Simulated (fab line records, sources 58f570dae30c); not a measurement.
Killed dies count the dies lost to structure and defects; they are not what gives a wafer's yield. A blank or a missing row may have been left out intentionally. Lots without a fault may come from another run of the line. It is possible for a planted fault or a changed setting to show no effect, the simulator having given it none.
Which tool is to blame?    flow berkeley_cmos170    21 wafers from 7 lots sampled at 2 of the route's 331 steps

## WHAT THE GAUGES SHOWED, per wafer
UCB170_NVT_OVL_MEAS_06.
lot   measured      on          NVT_OVL (nm)
L244  day 7 00:13   overlay-02  2 -7 -4
L246  day 7 05:26   overlay-02  0 6 7
L248  day 7 05:13   overlay-02  13 8 10
L252  day 8 15:59   overlay-01  4 -3 4
L255  day 9 04:16   overlay-01  1 0 9
L262  day 11 06:38  overlay-01  11 14 7
L264  day 11 12:52  overlay-01  -1 -8 -3

## WHICH TOOL RAN EACH LOT (tool, then ch and the chambers of the sampled wafers, then the start)
lot   UCB170_ZERO_STRIP_07
L244  plasma_asher-03 ch 0,1, day 2 09:41
L246  plasma_asher-03 ch 0,1, day 2 21:46
L248  plasma_asher-02 ch 0, day 3 05:58
L252  plasma_asher-02 ch 0,1, day 3 23:15
L255  plasma_asher-04 ch 0,1, day 4 10:19
L262  plasma_asher-03 ch 0, day 6 02:10
L264  plasma_asher-03 ch 0,1, day 6 15:19
- UCB170_ZERO_STRIP_07: strips in O2.

## THE ANSWER, worked out from the rows above alone
Rule: the usual values come from the lots themselves. The widest of any qualifying gaps counts: lots, ordered by their means at a reading, are off when they make up no more than a third of the lots, leave a main group of 4 or more, and stand apart from it by 3 or more times the standard deviation of that group's means. The tables above print the reading to a certain number of digits; a main group whose means all agree to those digits is not used. Also off: a lot with no number at a reading for which 4 or more lots have one. Where the step has rows for the other lots, those lots are counted as sound.
Across all readings shown, no lot is off: no conclusion can be drawn from this.

## WHAT THE SIMULATOR HAD INSERTED
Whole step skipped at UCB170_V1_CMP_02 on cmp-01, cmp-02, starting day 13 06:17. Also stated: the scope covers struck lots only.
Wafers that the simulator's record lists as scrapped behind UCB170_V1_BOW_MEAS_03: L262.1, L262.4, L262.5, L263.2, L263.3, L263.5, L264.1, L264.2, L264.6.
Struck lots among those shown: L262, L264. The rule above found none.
